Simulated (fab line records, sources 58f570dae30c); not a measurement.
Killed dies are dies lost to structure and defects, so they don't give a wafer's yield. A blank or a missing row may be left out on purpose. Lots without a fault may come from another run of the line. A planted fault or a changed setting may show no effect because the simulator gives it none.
fab line records | flow berkeley_cmos170
record lots=5 wafers=15 last_day=11
route steps=331 shown V1@270 M2@271 V2@292
lots that met no fault: from a run of the same line without faults
start_h: hours from the record's first day to the start of the lot's first wafer shown | wait_h: hours since the lot's step before | " the same as in the row above | L1.1+2: a row that stands for several wafers | - no value, or no start given | * or withheld: withheld | < > ~ a bound
route shown NAME@n: a module of which the file shows steps, and the number in the route of the first | usual: mean/standard deviation of fault-free wafers | same: alike in all rows | chamber/n: place in a boat | sites: the reading at each site | _std_site: their standard deviation | _edge_site: outer sites' mean less inner sites' | radius_mm: how far each site lies from the wafer's centre | mask NAME#n: copy n | behind: the tool/chamber that last shaped the wafer | hold: why the lot was held/for how many hours/how that ended | device: the transistor (n, p or np) that didn't switch | end of line: the same wafers' tests at the end of the route | a step without rows: its recipe alone | killed: dies lost to structure and defects at the first sort, not the wafer's yield | map: a wafer's dies, x killed, . not, _ none there
set.NAME: the setting as run; set.NAME@STEP: as run at that earlier step | model.NAME: the simulator's own value behind a step, which no gauge read
lots at some steps of the route; a table a step, a row a wafer
services: from which hour (start_h, from the record's first day; less than 0 if before it) a tool's chamber was out of use, for how many hours, and why
## steps
# step UCB170_V1_CD_MEAS_90
# recipe target_cd_nm=700
# usual cd_nm=700.1/1.7
# columns lot.wafer tool chamber start_h wait_h cd_nm
L083.3 cd_sem-01 - 197.27 0.1 701.5
L083.4 " - " " 701.6
L083.5 " - " " 700.9
L088.2 cd_sem-01 - 215.11 0.1 704.0
L088.4 " - " " 703.7
L088.5 " - " " 702.3
L093.3 cd_sem-02 - 251.03 0.1 698.3
L093.5 " - " " 696.5
L093.6 " - " " 698.9
L092.2 cd_sem-01 - 252.73 0.1 697.5
L092.3 " - " " 698.7
L092.4 " - " " 698.6
L097.1 cd_sem-01 - 253.54 0.1 699.2
L097.5 " - " " 700.1
L097.6 " - " " 700.4
# step UCB170_M2_PRE_CLEAN_00
# recipe gas=Ar preclean_etch_time_s=60
# columns lot.wafer tool chamber start_h wait_h
L083.3+4+5 pvd_sputter-01 - 197.35 0.1
L088.2+4+5 pvd_sputter-02 - 215.21 0.1
L093.3+5+6 pvd_sputter-01 - 251.11 0.1
L092.2+3+4 pvd_sputter-01 - 252.83 0.1
L097.1+5+6 pvd_sputter-02 - 253.66 0.1
# step UCB170_M2_SPUTTER_01
# recipe material=Al target_thk_nm=900 time_s=120 power_w=6000 chamber_pressure_pa=0.5
# usual cathode_dc_power_W=6000.2/1.1 chamber_pressure_pa=0.5000/0.00098 throttle_valve_pct=30.2/1.1
# columns lot.wafer tool chamber start_h wait_h cathode_dc_power_W chamber_pressure_pa throttle_valve_pct
L083.3 pvd_sputter-01 - 197.42 0.0 6000.4 0.4991 28.8
L083.4 " - " " 6000.1 0.5003 29.4
L083.5 " - " " 5999.2 0.4980 28.9
L088.2 pvd_sputter-02 - 215.28 0.0 6002.7 0.4992 31.9
L088.4 " - " " 6000.1 0.5000 32.1
L088.5 " - " " 6000.5 0.5004 30.2
L093.3 pvd_sputter-01 - 251.18 0.0 6000.3 0.5000 28.9
L093.5 " - " " 5999.7 0.5004 29.1
L093.6 " - " " 6000.8 0.5003 29.1
L092.2 pvd_sputter-01 - 252.90 0.0 6001.5 0.4993 28.8
L092.3 " - " " 5999.0 0.4989 29.8
L092.4 " - " " 6000.5 0.5007 29.4
L097.1 pvd_sputter-02 - 253.73 0.0 6000.5 0.4989 32.2
L097.5 " - " " 5998.8 0.5005 32.1
L097.6 " - " " 5999.9 0.5009 30.9
# step UCB170_M2_RS_MEAS_02
# recipe thk_meas_gauge=four-point-probe reads=Al_of_M2_SPUTTER_01
# usual M2_AL_RS=0.0322/0.00041
# columns lot.wafer tool chamber start_h wait_h M2_AL_RS[ohm/sq]
L083.3 film_metro-04 - 197.54 0.1 0.0320
L083.4 " - " " 0.0322
L083.5 " - " " 0.0326
L088.2 film_metro-02 - 215.38 0.1 0.0321
L088.4 " - " " 0.0317
L088.5 " - " " 0.0321
L093.3 film_metro-04 - 251.30 0.1 0.0323
L093.5 " - " " 0.0323
L093.6 " - " " 0.0327
L092.2 film_metro-02 - 253.00 0.1 0.0316
L092.3 " - " " 0.0319
L092.4 " - " " 0.0322
L097.1 film_metro-01 - 253.81 0.0 0.0319
L097.5 " - " " 0.0320
L097.6 " - " " 0.0325
# step UCB170_M2_THK_MEAS_03
# recipe thk_meas_gauge=xrf reads=Al_of_M2_SPUTTER_01
# usual M2_AL_THK=889/12
# columns lot.wafer tool chamber start_h wait_h M2_AL_THK[nm]
L083.3 film_metro-04 - 197.64 0.1 895
L083.4 " - " " 879
L083.5 " - " " 878
L088.2 film_metro-02 - 215.49 0.1 887
L088.4 " - " " 902
L088.5 " - " " 885
L093.3 film_metro-04 - 251.40 0.1 885
L093.5 " - " " 889
L093.6 " - " " 873
L092.2 film_metro-02 - 253.11 0.1 903
L092.3 " - " " 893
L092.4 " - " " 880
L097.1 film_metro-01 - 253.93 0.1 901
L097.5 " - " " 900
L097.6 " - " " 882
# step UCB170_M2_HMDS_04
# recipe prime_time_s=60 prime_temp_c=100
# usual chill_plate_temp_C=23.01/0.11
# columns lot.wafer tool chamber start_h wait_h chill_plate_temp_C
L083.3 litho_track-02 0 198.25 0.6 23.05
L083.4 " 0 " " 23.07
L083.5 " 0 " " 23.16
L088.2 litho_track-02 0 215.57 0.1 22.95
L088.4 " 0 " " 23.02
L088.5 " 0 " " 23.00
L093.3 litho_track-01 0 252.51 1.1 23.07
L093.5 " 0 " " 23.02
L093.6 " 0 " " 23.11
L092.2 litho_track-01 0 253.83 0.7 23.09
L092.3 " 0 " " 22.90
L092.4 " 0 " " 23.00
L097.1 litho_track-01 0 254.71 0.8 23.21
L097.5 " 0 " " 23.09
L097.6 " 0 " " 22.97
# step UCB170_M2_COAT_05
# recipe resist=KrF spin_rpm=1500 resist_thk_nm=900
# usual chill_plate_temp_C=22.99/0.096
# columns lot.wafer tool chamber start_h wait_h chill_plate_temp_C
L083.3 litho_track-02 0 198.40 0.1 22.80
L083.4 " 0 " " 22.94
L083.5 " 0 " " 23.09
L088.2 litho_track-02 0 215.72 0.1 22.96
L088.4 " 0 " " 23.03
L088.5 " 0 " " 22.99
L093.3 litho_track-01 0 252.66 0.1 23.02
L093.5 " 0 " " 22.77
L093.6 " 0 " " 22.84
L092.2 litho_track-01 0 253.98 0.1 23.05
L092.3 " 0 " " 23.07
L092.4 " 0 " " 23.11
L097.1 litho_track-01 0 254.86 0.1 22.83
L097.5 " 0 " " 22.83
L097.6 " 0 " " 22.85
# step UCB170_M2_SOFTBAKE_06
# recipe resist=KrF temp_c=130 time_s=60
# usual chill_plate_temp_C=23.00/0.098 heater_power_total_W=56.80/0.047
# columns lot.wafer tool chamber start_h wait_h chill_plate_temp_C heater_power_total_W
L083.3 litho_track-02 0 198.55 0.1 22.98 56.79
L083.4 " 0 " " 23.03 56.76
L083.5 " 0 " " 23.20 56.82
L088.2 litho_track-02 0 215.87 0.1 22.87 56.78
L088.4 " 0 " " 22.93 56.84
L088.5 " 0 " " 22.94 56.84
L093.3 litho_track-01 0 252.81 0.1 22.94 56.95
L093.5 " 0 " " 22.76 56.82
L093.6 " 0 " " 22.85 56.72
L092.2 litho_track-01 0 254.13 0.1 22.89 56.78
L092.3 " 0 " " 22.82 56.81
L092.4 " 0 " " 22.91 56.76
L097.1 litho_track-01 0 255.01 0.1 22.98 56.79
L097.5 " 0 " " 22.94 56.74
L097.6 " 0 " " 23.05 56.76
# step UCB170_M2_STRIP_07
# recipe chemistry=O2 power_w=400 pressure_mtorr=3500 platen_temp_c=withheld o2_flow_sccm=400 overash_fraction=0.5
# usual drypump_motor_current_A=5.97/0.26 oes_product_au=0.735/0.0045 strip_time_to_endpoint_s=21.96/0.057
# columns lot.wafer tool chamber start_h wait_h drypump_motor_current_A oes_product_au rf_hours_counter_h strip_time_to_endpoint_s
L083.3 plasma_asher-02 0 198.68 0.1 6.21 0.740 - 21.92
L083.4 " 1 " " 5.63 0.745 - 21.99
L083.5 " 1 " " 5.62 0.737 - 21.93
L088.2 plasma_asher-03 1 215.99 0.1 6.09 0.738 11 21.99
L088.4 " 0 " " 5.64 0.736 - 22.00
L088.5 " 1 " " 6.08 0.737 - 21.99
L093.3 plasma_asher-03 0 252.94 0.1 5.64 0.729 - 21.94
L093.5 " 1 " " 6.10 0.734 - 21.95
L093.6 " 0 " " 5.67 0.737 - 21.96
L092.2 plasma_asher-02 1 254.26 0.1 5.58 0.732 55 22.04
L092.3 " 0 " " 6.21 0.729 - 21.94
L092.4 " 1 " " 5.56 0.734 - 22.08
L097.1 plasma_asher-04 1 255.16 0.1 6.29 0.737 48 21.92
L097.5 " 1 " " 6.24 0.735 - 21.76
L097.6 " 0 " " 5.96 0.734 - 21.85
# step UCB170_M2_STRIP_08
# recipe chemistry=DMSO temp_c=80 time_s=600 material=KrF
# usual bath_heat_duty_pct=20.0/2
# columns lot.wafer tool chamber start_h wait_h bath_heat_duty_pct
L083.3 wet_bench-03 2 198.78 0.1 22.6
L083.4 " 2 " " 21.3
L083.5 " 2 " " 22.1
L088.2 wet_bench-04 2 216.09 0.1 15.5
L088.4 " 2 " " 15.2
L088.5 " 2 " " 15.1
L093.3 wet_bench-03 2 253.10 0.1 22.0
L093.5 " 2 " " 23.4
L093.6 " 2 " " 20.7
L092.2 wet_bench-04 3 254.36 0.1 19.3
L092.3 " 3 " " 17.6
L092.4 " 3 " " 19.2
L097.1 wet_bench-03 0 255.26 0.1 20.9
L097.5 " 0 " " 18.5
L097.6 " 0 " " 20.2
# step UCB170_M2_COAT_09
# recipe resist=BARC temp_c=withheld time_s=withheld spin_rpm=3000 resist_thk_nm=withheld
# usual chill_plate_temp_C=*
# columns lot.wafer tool chamber start_h wait_h chill_plate_temp_C
L083.3 litho_track-03 0 199.01 0.1 *
L083.4 " 0 " " *
L083.5 " 0 " " *
L088.2 litho_track-01 0 216.29 0.0 *
L088.4 " 0 " " *
L088.5 " 0 " " *
L093.3 litho_track-02 0 253.86 0.6 *
L093.5 " 0 " " *
L093.6 " 0 " " *
L092.2 litho_track-02 0 255.01 0.5 *
L092.3 " 0 " " *
L092.4 " 0 " " *
L097.1 litho_track-02 0 255.71 0.3 *
L097.5 " 0 " " *
L097.6 " 0 " " *
# step UCB170_M2_COAT_10
# recipe resist=KrF spin_rpm=1500 resist_thk_nm=900
# usual chill_plate_temp_C=23.00/0.097
# columns lot.wafer tool chamber start_h wait_h chill_plate_temp_C
L083.3 litho_track-03 0 - - 23.09
L083.4 " 0 " " 22.98
L083.5 " 0 " " 23.17
L088.2 litho_track-01 0 - - 22.89
L088.4 " 0 " " 22.96
L088.5 " 0 " " 22.86
L093.3 litho_track-02 0 - - 23.19
L093.5 " 0 " " 23.15
L093.6 " 0 " " 23.02
L092.2 litho_track-02 0 - - 23.03
L092.3 " 0 " " 23.06
L092.4 " 0 " " 22.86
L097.1 litho_track-02 0 - - 23.09
L097.5 " 0 " " 23.04
L097.6 " 0 " " 23.15
# step UCB170_M2_SOFTBAKE_11
# recipe resist=KrF temp_c=130 time_s=60
# usual chill_plate_temp_C=23.01/0.099 heater_power_total_W=56.80/0.048
# columns lot.wafer tool chamber start_h wait_h chill_plate_temp_C heater_power_total_W
L083.3 litho_track-03 0 - - 23.08 56.78
L083.4 " 0 " " 23.10 56.82
L083.5 " 0 " " 22.98 56.76
L088.2 litho_track-01 0 - - 22.88 56.85
L088.4 " 0 " " 22.80 56.78
L088.5 " 0 " " 22.86 56.81
L093.3 litho_track-02 0 - - 23.11 56.79
L093.5 " 0 " " 23.22 56.75
L093.6 " 0 " " 23.17 56.89
L092.2 litho_track-02 0 - - 23.04 56.82
L092.3 " 0 " " 23.05 56.85
L092.4 " 0 " " 23.04 56.73
L097.1 litho_track-02 0 - - 22.92 56.75
L097.5 " 0 " " 22.99 56.80
L097.6 " 0 " " 22.93 56.85
# step UCB170_M2_EXPOSE_12
# recipe mask_id=METAL2 target_cd_nm=700 na=0.5 sigma_outer=0.6 source_shape=conventional dose_mj=26
# columns lot.wafer tool chamber start_h wait_h mask
L083.3+4+5 krf_scanner-02 0 199.45 - METAL2#0
L088.2+4+5 krf_scanner-01 0 216.86 - METAL2#0
L093.3+5+6 krf_scanner-02 0 254.57 - METAL2#0
L092.2+3+4 krf_scanner-01 0 255.45 - METAL2#0
L097.1+5+6 krf_scanner-01 0 256.16 - METAL2#0
# step UCB170_M2_PEB_13
# recipe peb_temp_c=130 peb_time_s=withheld resist=KrF
# usual chill_plate_temp_C=22.99/0.094 heater_power_total_W=56.81/0.042
# columns lot.wafer tool chamber start_h wait_h chill_plate_temp_C heater_power_total_W
L083.3 litho_track-02 0 199.63 0.2 22.98 56.88
L083.4 " 0 " " 23.05 56.77
L083.5 " 0 " " 22.95 56.77
L088.2 litho_track-03 0 217.43 0.6 23.06 56.80
L088.4 " 0 " " 22.90 56.82
L088.5 " 0 " " 22.92 56.90
L093.3 litho_track-03 0 255.11 0.5 23.05 56.84
L093.5 " 0 " " 23.02 56.86
L093.6 " 0 " " 22.94 56.79
L092.2 litho_track-01 0 255.73 0.3 23.21 56.76
L092.3 " 0 " " 23.11 56.82
L092.4 " 0 " " 23.08 56.84
L097.1 litho_track-01 0 256.45 0.3 23.05 56.80
L097.5 " 0 " " 23.16 56.79
L097.6 " 0 " " 23.09 56.78
# step UCB170_M2_DEVELOP_14
# recipe developer=TMAH develop_time_s=45 resist=KrF dev_temp_c=21
# usual chill_plate_temp_C=23.01/0.091 developer_temp_C=21.01/0.11
# columns lot.wafer tool chamber start_h wait_h chill_plate_temp_C developer_temp_C
L083.3 litho_track-02 0 - - 23.04 21.33
L083.4 " 0 " " 22.89 21.20
L083.5 " 0 " " 23.03 21.05
L088.2 litho_track-03 0 - - 23.18 20.90
L088.4 " 0 " " 23.15 20.90
L088.5 " 0 " " 23.15 20.88
L093.3 litho_track-03 0 - - 22.79 20.88
L093.5 " 0 " " 23.08 20.85
L093.6 " 0 " " 23.16 20.84
L092.2 litho_track-01 0 - - 23.05 20.96
L092.3 " 0 " " 23.10 21.00
L092.4 " 0 " " 22.88 20.98
L097.1 litho_track-01 0 - - 23.10 20.94
L097.5 " 0 " " 23.02 20.88
L097.6 " 0 " " 22.94 20.82
# step UCB170_M2_CD_MEAS_15
# recipe target_cd_nm=700
# usual cd_nm=700.2/1.2
# columns lot.wafer tool chamber start_h wait_h cd_nm
L083.3 cd_sem-01 - 199.90 - 703.4
L083.4 " - " " 700.7
L083.5 " - " " 702.5
L088.2 cd_sem-02 - 217.70 - 699.9
L088.4 " - " " 699.3
L088.5 " - " " 699.6
L093.3 cd_sem-02 - 255.43 - 700.8
L093.5 " - " " 701.2
L093.6 " - " " 700.6
L092.2 cd_sem-02 - 256.01 - 701.3
L092.3 " - " " 699.9
L092.4 " - " " 700.7
L097.1 cd_sem-02 - 256.72 - 700.2
L097.5 " - " " 698.8
L097.6 " - " " 699.8
# step UCB170_M2_OVL_MEAS_16
# usual M2_OVL=-2/5.8
# columns lot.wafer tool chamber start_h wait_h M2_OVL[nm]
L083.3 overlay-02 - 199.99 0.1 -10
L083.4 " - " " -7
L083.5 " - " " -7
L088.2 overlay-01 - 217.81 0.1 6
L088.4 " - " " 8
L088.5 " - " " -1
L093.3 overlay-01 - 255.52 0.1 -12
L093.5 " - " " -17
L093.6 " - " " -4
L092.2 overlay-01 - 256.12 0.1 -4
L092.3 " - " " -9
L092.4 " - " " -6
L097.1 overlay-02 - 256.84 0.1 7
L097.5 " - " " 2
L097.6 " - " " 2
# step UCB170_M2_ETCH_17
# recipe chemistry=N2/H2 target_depth_a=withheld overetch_a=withheld target=BARC time_s=withheld source_w=500 bias_w=100 pressure_mtorr=30 n2_flow_sccm=100 h2_flow_sccm=200
# usual drypump_motor_current_A=5.8/0.42 oes_product_au=1.003/0.012 throttle_valve_pct=13.20/0.14
# columns lot.wafer tool chamber start_h wait_h drypump_motor_current_A oes_product_au throttle_valve_pct
L083.3 rie_diel-01 3 200.01 0.0 5.5 1.019 13.10
L083.4 " 2 " " 5.9 1.017 13.33
L083.5 " 0 " " 5.6 0.984 13.16
L088.2 rie_diel-04 3 217.84 0.0 5.9 0.999 13.42
L088.4 " 2 " " 6.5 0.990 13.20
L088.5 " 1 " " 5.7 0.976 13.16
L093.3 rie_diel-01 1 255.54 0.0 5.9 1.020 13.06
L093.5 " 0 " " 5.6 1.006 13.17
L093.6 " 1 " " 5.9 1.018 13.04
L092.2 rie_diel-04 2 256.15 0.0 6.6 0.994 13.21
L092.3 " 3 " " 6.0 1.007 13.44
L092.4 " 1 " " 5.7 0.988 13.17
L097.1 rie_diel-02 2 256.88 0.0 5.1 1.004 13.24
L097.5 " 3 " " 5.6 1.012 13.36
L097.6 " 2 " " 5.1 0.996 13.25
# step UCB170_M2_METAL_ETCH_18
# recipe chemistry=Cl2/BCl3 target=Al stop_on=SiO2 pressure_mtorr=12 target_depth_a=11700 over_etch_frac=0.3 time_s=195 icp_w=600 bias_w=120 Cl2_flow_sccm=90 bcl3_flow_sccm=45
# usual drypump_motor_current_A=6.24/0.26 oes_product_au=0.848/0.016 throttle_valve_pct=24.35/0.28
# columns lot.wafer tool chamber start_h wait_h drypump_motor_current_A oes_product_au rf_hours_counter_h throttle_valve_pct
L083.3 rie_metal-03 0 200.12 - 6.42 0.827 - 24.23
L083.4 " 1 " " 6.53 0.855 - 24.68
L083.5 " 1 " " 6.51 0.850 - 24.71
L088.2 rie_metal-03 1 217.88 - 6.54 0.863 8.4 24.71
L088.4 " 0 " " 6.38 0.837 - 24.21
L088.5 " 1 " " 6.55 0.852 - 24.69
L093.3 rie_metal-02 1 255.65 - 6.33 0.858 - 24.15
L093.5 " 1 " " 6.34 0.852 - 24.13
L093.6 " 0 " " 5.96 0.868 - 24.01
L092.2 rie_metal-03 0 256.19 - 6.34 0.836 5.5 24.21
L092.3 " 0 " " 6.36 0.826 - 24.22
L092.4 " 1 " " 6.53 0.865 - 24.69
L097.1 rie_metal-02 1 256.92 - 6.32 0.854 10.5 24.14
L097.5 " 0 " " 5.88 0.871 - 24.01
L097.6 " 1 " " 6.36 0.845 - 24.13
# step UCB170_M2_STRIP_19
# recipe chemistry=O2 power_w=400 pressure_mtorr=3500 platen_temp_c=withheld o2_flow_sccm=400 overash_fraction=0.5
# usual drypump_motor_current_A=5.98/0.25 oes_product_au=0.533/0.016
# columns lot.wafer tool chamber start_h wait_h drypump_motor_current_A oes_product_au rf_hours_counter_h
L083.3 plasma_asher-04 1 200.27 0.1 6.26 0.543 -
L083.4 " 0 " " 5.97 0.539 -
L083.5 " 0 " " 5.98 0.539 -
L088.2 plasma_asher-02 1 218.07 0.1 5.58 0.516 50
L088.4 " 0 " " 6.19 0.526 -
L088.5 " 0 " " 6.18 0.515 -
L093.3 plasma_asher-04 0 255.81 0.1 6.06 0.565 -
L093.5 " 1 " " 6.25 0.563 -
L093.6 " 0 " " 6.01 0.510 -
L092.2 plasma_asher-03 1 256.38 0.1 6.11 0.551 17
L092.3 " 0 " " 5.65 0.559 -
L092.4 " 1 " " 6.08 0.527 -
L097.1 plasma_asher-04 1 257.11 0.1 6.22 0.553 49
L097.5 " 0 " " 5.98 0.523 -
L097.6 " 1 " " 6.22 0.544 -
# step UCB170_M2_CD_MEAS_90
# recipe target_cd_nm=700
# usual cd_nm=700/3.6
# columns lot.wafer tool chamber start_h wait_h cd_nm
L083.3 cd_sem-01 - 200.38 0.1 703
L083.4 " - " " 698
L083.5 " - " " 701
L088.2 cd_sem-02 - 218.25 0.2 701
L088.4 " - " " 695
L088.5 " - " " 697
L093.3 cd_sem-02 - 255.91 0.1 709
L093.5 " - " " 708
L093.6 " - " " 697
L092.2 cd_sem-02 - 256.50 0.1 699
L092.3 " - " " 700
L092.4 " - " " 704
L097.1 cd_sem-02 - 257.21 0.1 704
L097.5 " - " " 697
L097.6 " - " " 707
# step UCB170_V2_CVD_00
# recipe material=SiO2 target_thk_nm=2000 temp_c=390 precursor=TEOS/O2 time_s=250 rf_w=550 pressure_mtorr=9000
# usual heater_power_w=250/53
# columns lot.wafer tool chamber start_h wait_h heater_power_w
L083.3 pecvd-03 1 200.46 0.1 192
L083.4 " 0 " " 220
L083.5 " 1 " " 247
L088.2 pecvd-03 1 218.35 0.1 231
L088.4 " 2 " " 142
L088.5 " 0 " " 221
L093.3 pecvd-04 0 255.99 0.1 272
L093.5 " 0 " " 215
L093.6 " 1 " " 169
L092.2 pecvd-03 2 256.60 0.1 220
L092.3 " 0 " " 276
L092.4 " 0 " " 342
L097.1 pecvd-04 0 257.33 0.1 251
L097.5 " 0 " " 209
L097.6 " 2 " " 356
# step UCB170_V2_THK_MEAS_01
# recipe reads=SiO2_of_V2_CVD_00
# usual V2_TEOS_THK=2012/26
# columns lot.wafer tool chamber start_h wait_h V2_TEOS_THK[nm]
L083.3 film_metro-02 - 200.64 0.1 2037
L083.4 " - " " 2028
L083.5 " - " " 2065
L088.2 film_metro-03 - 218.52 0.1 2012
L088.4 " - " " 2026
L088.5 " - " " 2018
L093.3 film_metro-01 - 256.17 0.1 1995
L093.5 " - " " 2014
L093.6 " - " " 2057
L092.2 film_metro-02 - 256.76 0.1 2009
L092.3 " - " " 2004
L092.4 " - " " 2039
L097.1 film_metro-02 - 257.48 0.1 1998
L097.5 " - " " 2034
L097.6 " - " " 2011
# step UCB170_V2_CMP_02
# recipe material=SiO2 down_force_psi=6 platen_rpm=60 pad_velocity_m_s=0.75398
# usual motor_current_A=18.1/1.4 retaining_ring_pressure_frac=1.000/0.0047
# columns lot.wafer tool chamber start_h wait_h motor_current_A retaining_ring_pressure_frac
L083.4 cmp-02 3 200.73 0.1 18.4 0.996
L083.3 " 0 " " 16.6 1.004
L083.5 " 2 " " 18.7 1.006
L088.2 cmp-02 3 218.57 0.0 19.5 1.000
L088.4 " 1 " " 13.9 0.997
L088.5 " 0 " " 16.6 1.004
L093.3 cmp-02 2 256.36 0.2 19.6 1.002
L093.6 " 3 " " 19.1 0.993
L093.5 " 0 " " 17.7 1.004
L092.3 cmp-02 1 256.87 0.1 13.8 0.996
L092.4 " 2 " " 19.6 1.004
L092.2 " 0 " " 17.0 0.994
L097.1 cmp-02 0 257.59 0.1 16.9 1.000
L097.6 " 3 " " 19.0 1.000
L097.5 " 0 " " 17.1 0.991
# step UCB170_V2_BOW_MEAS_03
# recipe mode=bow
# usual V2_BOW=36/7.5
# columns lot.wafer tool chamber start_h wait_h V2_BOW[um]
L083.3 film_metro-01 - 201.02 0.2 39
L083.4 " - " " 35
L083.5 " - " " 34
L088.2 film_metro-02 - 218.89 0.3 27
L088.4 " - " " 32
L088.5 " - " " 32
L093.3 film_metro-03 - 256.55 0.1 48
L093.5 " - " " 42
L093.6 " - " " 42
L092.2 film_metro-03 - 257.19 0.1 34
L092.3 " - " " 40
L092.4 " - " " 43
L097.1 film_metro-01 - 257.84 0.2 29
L097.5 " - " " 33
L097.6 " - " " 27
# step UCB170_V2_THK_MEAS_04
# recipe reads=SiO2_of_V2_CVD_00
# usual V2_POLISHED_THK=1000.0/1
# columns lot.wafer tool chamber start_h wait_h V2_POLISHED_THK[nm]
L083.3 film_metro-01 - 201.12 0.1 999.4
L083.4 " - " " 999.9
L083.5 " - " " 1000.3
L088.2 film_metro-02 - 219.00 0.1 998.5
L088.4 " - " " 1001.4
L088.5 " - " " 1000.1
L093.3 film_metro-03 - 256.65 0.1 999.1
L093.5 " - " " 999.2
L093.6 " - " " 1001.2
L092.2 film_metro-03 - 257.30 0.1 999.7
L092.3 " - " " 998.9
L092.4 " - " " 999.8
L097.1 film_metro-01 - 257.96 0.1 999.9
L097.5 " - " " 998.7
L097.6 " - " " 1001.0
# step UCB170_V2_CLEAN_05
# recipe chemistry=DIW
# columns lot.wafer tool chamber start_h wait_h
L083.3+4+5 wet_bench-03 1 201.16 0.0
L088.2+4+5 wet_bench-02 0 219.05 0.0
L093.3+5+6 wet_bench-03 1 256.85 0.2
L092.2+3+4 wet_bench-03 0 257.35 0.0
L097.1+5+6 wet_bench-02 0 258.02 0.1
# step UCB170_V2_HMDS_06
# recipe prime_time_s=60 prime_temp_c=100
# usual chill_plate_temp_C=22.98/0.096
# columns lot.wafer tool chamber start_h wait_h chill_plate_temp_C
L083.3 litho_track-03 0 201.38 0.1 22.93
L083.4 " 0 " " 23.17
L083.5 " 0 " " 22.86
L088.2 litho_track-02 0 219.71 0.5 22.90
L088.4 " 0 " " 22.99
L088.5 " 0 " " 22.86
L093.3 litho_track-04 0 257.84 0.8 22.95
L093.5 " 0 " " 22.90
L093.6 " 0 " " 22.86
L092.2 litho_track-04 0 258.71 1.2 23.03
L092.3 " 0 " " 22.98
L092.4 " 0 " " 23.17
L097.1 litho_track-04 0 259.14 0.9 22.96
L097.5 " 0 " " 23.13
L097.6 " 0 " " 23.08
# step UCB170_V2_COAT_07
# recipe resist=KrF spin_rpm=1500 resist_thk_nm=900
# usual chill_plate_temp_C=23.00/0.097
# columns lot.wafer tool chamber start_h wait_h chill_plate_temp_C
L083.3 litho_track-03 0 201.53 0.1 23.07
L083.4 " 0 " " 23.09
L083.5 " 0 " " 23.02
L088.2 litho_track-02 0 219.86 0.1 22.89
L088.4 " 0 " " 23.11
L088.5 " 0 " " 22.90
L093.3 litho_track-04 0 257.99 0.1 22.90
L093.5 " 0 " " 22.96
L093.6 " 0 " " 22.99
L092.2 litho_track-04 0 258.86 0.1 23.02
L092.3 " 0 " " 23.02
L092.4 " 0 " " 22.94
L097.1 litho_track-04 0 259.29 0.1 22.87
L097.5 " 0 " " 23.04
L097.6 " 0 " " 23.05
# step UCB170_V2_SOFTBAKE_08
# recipe resist=KrF temp_c=130 time_s=60
# usual chill_plate_temp_C=23.02/0.1 heater_power_total_W=56.80/0.044
# columns lot.wafer tool chamber start_h wait_h chill_plate_temp_C heater_power_total_W
L083.3 litho_track-03 0 201.68 0.1 22.95 56.82
L083.4 " 0 " " 23.15 56.82
L083.5 " 0 " " 23.02 56.84
L088.2 litho_track-02 0 220.01 0.1 23.01 56.86
L088.4 " 0 " " 23.01 56.84
L088.5 " 0 " " 22.96 56.86
L093.3 litho_track-04 0 258.14 0.1 23.07 56.79
L093.5 " 0 " " 22.92 56.79
L093.6 " 0 " " 23.01 56.82
L092.2 litho_track-04 0 259.01 0.1 22.92 56.87
L092.3 " 0 " " 22.96 56.80
L092.4 " 0 " " 23.09 56.82
L097.1 litho_track-04 0 259.44 0.1 23.01 56.76
L097.5 " 0 " " 23.12 56.79
L097.6 " 0 " " 23.10 56.81
# step UCB170_V2_EXPOSE_09
# recipe mask_id=VIA2 target_cd_nm=700 na=0.5 sigma_outer=0.6 source_shape=conventional dose_mj=37
# columns lot.wafer tool chamber start_h wait_h mask
L083.3+4+5 krf_scanner-01 0 202.11 0.4 VIA2#0
L088.2+4+5 krf_scanner-01 0 220.17 0.1 VIA2#0
L093.3+5+6 krf_scanner-02 0 - - VIA2#0
L092.2+3+4 krf_scanner-02 0 259.16 0.1 VIA2#0
L097.1+5+6 krf_scanner-02 0 259.59 0.1 VIA2#0
# step UCB170_V2_PEB_10
# recipe peb_temp_c=130 peb_time_s=withheld resist=KrF
# usual chill_plate_temp_C=23.01/0.11 heater_power_total_W=56.79/0.051
# columns lot.wafer tool chamber start_h wait_h chill_plate_temp_C heater_power_total_W
L083.3 litho_track-04 0 202.24 0.1 22.98 56.69
L083.4 " 0 " " 22.92 56.76
L083.5 " 0 " " 22.86 56.77
L088.2 litho_track-03 0 221.16 1.0 23.05 56.81
L088.4 " 0 " " 23.09 56.75
L088.5 " 0 " " 23.18 56.78
L093.3 litho_track-03 0 - - 23.00 56.80
L093.5 " 0 " " 23.11 56.74
L093.6 " 0 " " 23.08 56.81
L092.2 litho_track-02 0 259.91 0.7 23.08 56.70
L092.3 " 0 " " 23.04 56.84
L092.4 " 0 " " 23.18 56.82
L097.1 litho_track-02 0 260.43 0.8 23.06 56.78
L097.5 " 0 " " 22.83 56.84
L097.6 " 0 " " 22.78 56.79
# step UCB170_V2_DEVELOP_11
# recipe developer=TMAH develop_time_s=45 resist=KrF dev_temp_c=21
# usual chill_plate_temp_C=22.97/0.1 developer_temp_C=21.01/0.11
# columns lot.wafer tool chamber start_h wait_h chill_plate_temp_C developer_temp_C
L083.3 litho_track-04 0 - - 23.06 20.99
L083.4 " 0 " " 22.95 21.01
L083.5 " 0 " " 22.95 20.96
L088.2 litho_track-03 0 - - 22.99 20.98
L088.4 " 0 " " 22.99 20.90
L088.5 " 0 " " 22.90 21.08
L093.3 litho_track-03 0 - - 23.09 20.95
L093.5 " 0 " " 22.98 20.95
L093.6 " 0 " " 23.04 20.99
L092.2 litho_track-02 0 - - 22.81 20.80
L092.3 " 0 " " 22.92 20.98
L092.4 " 0 " " 22.89 21.05
L097.1 litho_track-02 0 - - 22.97 21.13
L097.5 " 0 " " 22.83 21.03
L097.6 " 0 " " 22.80 21.00
## services
# columns tool chamber start_h hours kind
pecvd-04 0 183.34 2.0 repair
krf_scanner-02 - 185.62 1.0 pm
krf_scanner-01 - 191.66 0.8 repair
pecvd-04 - 191.72 0.5 repair
rie_metal-03 - 193.47 1.2 repair
rie_diel-01 - 194.32 0.5 repair
krf_scanner-01 - 197.13 0.1 repair
krf_scanner-01 - 197.41 1.3 pm
rie_diel-01 3 201.18 4.9 repair
krf_scanner-02 - 201.39 0.8 pm
krf_scanner-02 - 202.37 3.6 pm
cmp-02 - 204.23 4.2 pm
plasma_asher-02 - 207.21 2.6 repair
krf_scanner-02 - 216.66 4.4 pm
pvd_sputter-01 - 217.84 2.8 repair
pecvd-03 - 221.05 2.9 repair
rie_diel-04 - 234.86 0.8 repair
krf_scanner-01 - 237.13 1.0 pm
pecvd-03 - 242.50 14.0 pm
pecvd-03 0 242.50 14.0 vent_cycle
pecvd-03 1 242.50 14.0 vent_cycle
pecvd-03 2 242.50 14.0 vent_cycle
krf_scanner-02 - 248.75 1.3 pm
pvd_sputter-02 - 256.79 1.3 repair
## key
fault none
